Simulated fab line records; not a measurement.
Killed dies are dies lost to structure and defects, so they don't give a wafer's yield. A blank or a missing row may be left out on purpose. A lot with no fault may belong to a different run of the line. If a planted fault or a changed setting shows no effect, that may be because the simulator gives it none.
The tool behind it: which one? | flow ritCmos | 7 lots with 21 wafers sampled at 2 steps, on a route of 202 steps

WHAT EACH GAUGE READ, for each wafer
RIT_ACTIVE_THK_MEAS_04.
lot  | measured    | on           | ACTIVE_NITRIDE_THK (nm)
L389 | day 1 21:05 | filmMetro-03 | 148.7 148.1 148.7
L391 | day 2 05:37 | filmMetro-04 | 151.6 153.4 153.1
L393 | day 2 15:41 | filmMetro-02 | 129.7 129.8 130.2 129.6 129.6 130.2
L401 | day 4 09:32 | filmMetro-02 | 150.7 149.9 150.7
L405 | day 5 03:14 | filmMetro-04 | 149.3 148.3 148.4
L409 | day 6 00:13 | filmMetro-03 | 150.8 149.8 149.5
L411 | day 6 08:44 | filmMetro-03 | 147.9 149.3 149.1

WHICH TOOL RAN EACH LOT (tool, then ch and the chambers of the sampled wafers, then the start)
lot  | RIT_ACTIVE_CVD_03
L389 | lpcvd-01 ch 1, day 1 19:40
L391 | lpcvd-01 ch 1, day 2 04:11
L393 | lpcvd-01 ch 0, day 2 14:16
L401 | lpcvd-02 ch 1, day 4 08:06
L405 | lpcvd-02 ch 1, day 5 01:48
L409 | lpcvd-02 ch 0, day 5 22:48
L411 | lpcvd-02 ch 1, day 6 07:19
- RIT_ACTIVE_CVD_03: deposits Si3N4 from SiH2Cl2/NH3, target thk 150 nm, time 1500 s.

THE ANSWER, worked out from the rows above alone
Rule: the usual values come from the lots themselves. Put in order of their means at a reading, lots are off if they are a third of the lots or fewer, leave a main group of 4 or more, and stand apart from it by a gap of 3 or more times the standard deviation of the main group's means; of several such gaps the widest counts. Not used: any main group whose means are identical at the precision the tables above print for the reading. A lot without any number at a reading at which 4 lots or more have one is off too. The other lots that the step has rows for count as sound.
Off: L393, seen at RIT_ACTIVE_THK_MEAS_04 (ACTIVE_NITRIDE_THK). The main group: mean 149.8 nm, standard deviation 1.5.
A tool fits if, at a process step before that reading, it ran every lot that is off, and no sound lot after the first of them. The gauges at RIT_ACTIVE_THK_MEAS_04 are tried like those tools. One fits: RIT_ACTIVE_CVD_03 on lpcvd-01. Its last sound lot is L391 (day 2 04:11), its first lot that is off L393 (day 2 14:16): a fault that began between those two fits.

WHAT THE SIMULATOR HAD INSERTED
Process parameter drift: lpcvd-01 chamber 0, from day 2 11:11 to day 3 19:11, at RIT_ACTIVE_CVD_03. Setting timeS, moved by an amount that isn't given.
Shown lots that were struck: L393. The rule above found the same.
